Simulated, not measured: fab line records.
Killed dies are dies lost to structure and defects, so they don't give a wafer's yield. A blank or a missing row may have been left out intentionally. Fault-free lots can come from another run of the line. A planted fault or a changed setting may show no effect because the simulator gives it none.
Which tool is to blame? ; flow berkeley-cmos170 ; Sampling: 14 lots, 42 wafers, 4 of 331 route steps

## WHAT THE GAUGES SHOWED, per wafer
UCB170_START_THK_MEAS_03. Usual: for START_OXIDE_THK the level is 20.3 nm and the standard deviation is 0.4.
lot;measured;on;START_OXIDE_THK (nm);flag
L128;day 1 19:15;film-metro-01;20.3 20.2 20.7;
L130;day 2 04:53;film-metro-01;20.5 20.2 20.2;
L131;day 2 04:53;film-metro-04;20.5 20.4 20.4;
L132;day 2 11:29;film-metro-03;19.6 19.9 19.6;
L133;day 2 17:23;film-metro-04;20.5 20.9 20.7;
L135;day 2 22:59;film-metro-01;20.6 19.9 20.5;
L134;day 2 23:00;film-metro-04;20.2 20.2 19.9;
L136;day 3 09:04;film-metro-01;20.5 20.6 20.5;
L139;day 3 20:35;film-metro-03;20.3 20.2 20.4;
L142;day 4 10:58;film-metro-04;20.1 19.9 20.2;
L148;day 5 20:02;film-metro-01;20.3 20.4 20.5;
L149;day 6 00:09;film-metro-01;20.4 20.7 20.2;
L150;day 6 05:34;film-metro-04;20.1 20.2 19.9;
L151;day 6 09:19;film-metro-03;20.7 20.8 20.9;

UCB170_GATE_OVL_MEAS_13. Usual: for GATE_OVL the level is -1 nm and the standard deviation is 5.7.
lot;measured;on;GATE_OVL (nm);flag
L128;day 7 05:25;overlay-02;5 -3 6;
L130;day 7 11:34;overlay-01;-8 0 -4;
L131;day 7 12:02;overlay-02;-2 6 0;
L132;day 7 11:17;overlay-02;3 -3 3;
L133;day 8 22:17;overlay-02;1 -2 6;
L135;day 8 22:33;overlay-01;-3 -4 -7;
L134;day 8 22:45;overlay-01;-10 -3 -12;
L136;day 8 22:52;overlay-01;-1 2 6;
L139;day 9 15:31;overlay-01;-8 -5 -11;
L142;day 9 23:40;overlay-01;8 1 2;
L148;day 11 08:04;overlay-01;-1 -10 -5;
L149;day 12 04:46;overlay-02;-8 -3 -5;
L150;day 12 04:46;overlay-01;3 7 5;
L151;day 12 05:00;overlay-02;4 12 10;

UCB170_M3_BOW_MEAS_20. Usual: for M3_BOW the level is 34 um and the standard deviation is 7.3.
lot;measured;on;M3_BOW (um);flag
L128;day 8 20:55;film-metro-01;29 38 26;
L130;day 9 08:13;film-metro-04;36 36 46;
L131;day 9 07:37;film-metro-01;40 25 28;
L132;day 9 07:15;film-metro-01;39 18 33;
L133;day 10 17:08;film-metro-01;36 30 44;
L135;day 10 17:24;film-metro-04;39 34 37;
L134;day 10 17:17;film-metro-03;31 53 37;
L136;day 10 17:52;film-metro-01;35 37 32;
L139;day 11 06:25;film-metro-03;26 27 33;
L142;day 11 14:39;film-metro-04;23 24 44;
L148;day 13 01:47;film-metro-04;36 27 34;
L149;day 13 17:07;film-metro-03;31 30 31;
L150;day 13 17:07;film-metro-01;49 34 34;
L151;day 13 17:15;film-metro-04;30 21 25;

## EACH LOT AND THE TOOL THAT RAN IT (in order: tool; ch and the chambers of the sampled wafers; start)
lot;UCB170_NLDD_EXPOSE_03
L128;krf-scanner-01 ch 0, day 7 08:23
L130;krf-scanner-01 ch 0, day 7 14:47
L131;krf-scanner-01 ch 0, day 7 16:25
L132;krf-scanner-02 ch 0, day 7 14:32
L133;krf-scanner-01 ch 0, day 9 01:57
L135;krf-scanner-01 ch 0, day 9 06:15
L134;krf-scanner-01 ch 0, day 9 06:31
L136;krf-scanner-01 ch 0, day 9 06:43
L139;krf-scanner-02, day 9 18:22
L142;krf-scanner-01, day 10 02:24
L148;krf-scanner-01 ch 0, day 11 12:04
L149;krf-scanner-01 ch 0, day 12 07:47
L150;krf-scanner-01 ch 0, day 12 08:00
L151;krf-scanner-01 ch 0, day 12 08:35
- UCB170_NLDD_EXPOSE_03: exposes mask NSELECT, target cd 1200 nm.

## WHAT THE TOOLS THEMSELVES READ (means of the sampled wafers that have a number; where no wafer has one, the mark that the record gives instead)
UCB170_NLDD_EXPOSE_03. Usual: exposure-dose-mJ-cm2 29.988, standard deviation 0.026; focus-offset-nm -0.1 nm, standard deviation 0.55.
lot;tool;exposure-dose-mJ-cm2;focus-offset-nm (nm);flag
L128;krf-scanner-01;29.999;-0.4;
L130;krf-scanner-01;29.965;-0.2;
L131;krf-scanner-01;29.965;-0.1;
L132;krf-scanner-02;29.993;-0.3;
L133;krf-scanner-01;29.987;0.3;
L135;krf-scanner-01;29.965;-0.3;
L134;krf-scanner-01;29.962;0.5;
L136;krf-scanner-01;29.978;0.1;
L139;krf-scanner-02;-;-;OFF
L142;krf-scanner-01;-;-;OFF
L148;krf-scanner-01;30.036;0.0;
L149;krf-scanner-01;30.007;-0.4;
L150;krf-scanner-01;30.019;-0.1;
L151;krf-scanner-01;29.985;-0.1;

## THE ANSWER, worked out from the rows above alone
Rule: a lot counts as off when the mean over its wafers that have a number is more than 3 standard deviations away from the usual mean. A lot without any number at a reading at which 4 lots or more have one is off too. Any other lot the step has rows for is counted as sound. The gauges are gone through in route order, then the tools' own readings, and for those a lot's mean is taken as printed above. At the first step where some lot is off, the reading lying furthest off is the one used; lots without a number count as furthest.
Off: L139, L142 (UCB170_NLDD_EXPOSE_03, exposure-dose-mJ-cm2). Without a number there: L139, L142.
If a tool, at that step or one of the process steps before it, ran each lot that is off and ran no sound lot following the first of them, it fits. None of those tried fits.

## WHAT WAS PUT IN BY THE SIMULATOR
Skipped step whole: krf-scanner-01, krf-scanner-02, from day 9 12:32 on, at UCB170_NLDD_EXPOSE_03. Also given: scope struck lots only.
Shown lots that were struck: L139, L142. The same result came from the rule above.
